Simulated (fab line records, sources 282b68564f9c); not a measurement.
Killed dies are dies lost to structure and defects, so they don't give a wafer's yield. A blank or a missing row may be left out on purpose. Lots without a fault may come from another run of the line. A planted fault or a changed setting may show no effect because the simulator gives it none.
A struck lot beside a sound one | flow rit_cmos | 15 steps out of a route of 202
Sound: wafers L540.3, L540.4, L540.5. Struck: wafers L546.1, L546.2, L546.4. The cause comes at the end.
At each step with rows: each side's tool, then ch and its chambers, then its first start. Under that, the readings that differ: sound wafers | struck wafers | difference of the means | sigmas: that difference in standard deviations of wafers without a fault.
alike: readings whose means differ by less than 2 such deviations, and words and numbers that are the same on both sides. not compared: withheld readings, readings that some wafer has no value for, bounds like >300 that may hide the same value, and numbers for which the record gives no deviation and whose values overlap.
The two part at a step that has a row with sigmas, a row that says differs or no value, or rows on one side only. Numbers that don't overlap but have no deviation are shown without sigmas and don't part them. A reading that every wafer of one side lacks parts them only if that side has two wafers or more.

first, 1 step without rows for these wafers: RIT_FOX2_OXIDATION_00 (target thk 350.7 nm, ox time 1130 s).
RIT_FOX2_THK_MEAS_01:
  sound on film_metro-03, day 2 19:28; struck on film_metro-01, day 4 01:21
  reading             | sound       | struck      | difference | sigmas
  FOX2_OXIDE_THK (nm) | 347 343 346 | 357 355 359 | +12        | +2
then, 2 steps without rows for these wafers: RIT_FOX2_CLEAN_02 (cleans in dHF, time 180 s); RIT_FOX2_WET_ETCH_03 (etches Si3N4 in H3PO4, target depth 195 nm, time 2782 s).
RIT_FOX2_THK_MEAS_90:
  sound on film_metro-01, day 2 20:29; struck on film_metro-02, day 4 02:14
  alike: FIELD_OXIDE_LEFT_1_THK
then, 6 steps without rows for these wafers: RIT_NWELL_HMDS_00 (prime time 60 s); RIT_NWELL_COAT_01 (resist thk 1300 nm); RIT_NWELL_SOFTBAKE_02 (time 60 s); RIT_NWELL_EXPOSE_03 (exposes mask M2, target cd 43900 nm); RIT_NWELL_PEB_04; RIT_NWELL_DEVELOP_05 (develop time 68 s).
RIT_NWELL_OVL_MEAS_06:
  sound on overlay-02, day 2 21:35; struck on overlay-01, day 4 03:10
  alike: NWELL_OVL
RIT_NWELL_HARDBAKE_07: time 120 s.
  sound on litho_track-02 ch 0, day 2 21:42; struck on litho_track-03 ch 0, day 4 03:12
  reading                  | sound                | struck               | difference | sigmas
  heater_power_total_W (W) | 51.99 51.94 52.10    | 50.99 51.14 51.18    | -0.91      | -15
  plate_temp_C (C)         | 140.19 140.04 140.12 | 138.13 137.89 138.07 | -2.09      | -16
then, 1 step without rows for these wafers: RIT_NWELL_IMPLANT_08.
RIT_M1_PROBE_99:
  sound on prober-01, day 4 10:41; struck on prober-01, day 5 15:49
  alike: killed_at_M0_to_M3, killed_at_front_end, killed_dies, killed_open, killed_short

WHERE THEY PART
First at RIT_FOX2_THK_MEAS_01; last, within this record, at RIT_NWELL_HARDBAKE_07. Later steps at which nothing parts them and some readings are alike: RIT_M1_PROBE_99.

WHY: what the simulator had put in
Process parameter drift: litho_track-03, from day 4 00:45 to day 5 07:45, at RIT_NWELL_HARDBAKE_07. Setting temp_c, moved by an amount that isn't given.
